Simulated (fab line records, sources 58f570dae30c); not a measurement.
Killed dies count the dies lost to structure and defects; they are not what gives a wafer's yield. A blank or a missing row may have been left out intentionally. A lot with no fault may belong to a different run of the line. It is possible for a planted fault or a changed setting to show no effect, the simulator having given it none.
Which tool did it? | flow berkeley cmos170 | 21 wafers sampled from 7 lots at 1 step of a route of 331

== WHAT THE GAUGES READ, wafer by wafer ==
UCB170_M2_THK_MEAS_03: measures by xrf.
lot  | measured     | on            | M2_AL_THK (nm)
L849 | day 7 07:08  | film metro-03 | 895 890 897
L854 | day 8 13:15  | film metro-03 | 905 914 914
L857 | day 9 12:40  | film metro-04 | 901 893 889
L859 | day 10 05:11 | film metro-01 | 900 900 910
L865 | day 11 00:38 | film metro-04 | 894 901 887
L869 | day 11 17:56 | film metro-01 | 907 922 918
L872 | day 12 02:50 | film metro-01 | 904 919 908

== TOOL THAT RAN EACH LOT (tool first, then ch and the chambers of the sampled wafers, then the start) ==
There is no process step in the record ahead of these readings.

== THE ANSWER, worked out from the rows above alone ==
Rule: usual is defined by the lots themselves. Put in order of their means at a reading, lots are off if they are a third of the lots or fewer, leave a main group of 4 or more, and stand apart from it by a gap of 3 or more times the standard deviation of the main group's means; of several such gaps the widest counts. A main group whose means are all the same, to the digits that the tables above print for the reading, isn't used. A lot without any number at a reading at which 4 lots or more have one is off too. The other lots that the step has rows for count as sound.
Nothing can be told from this: no lot is off at any reading shown.

== WHAT THE SIMULATOR HAD INSERTED ==
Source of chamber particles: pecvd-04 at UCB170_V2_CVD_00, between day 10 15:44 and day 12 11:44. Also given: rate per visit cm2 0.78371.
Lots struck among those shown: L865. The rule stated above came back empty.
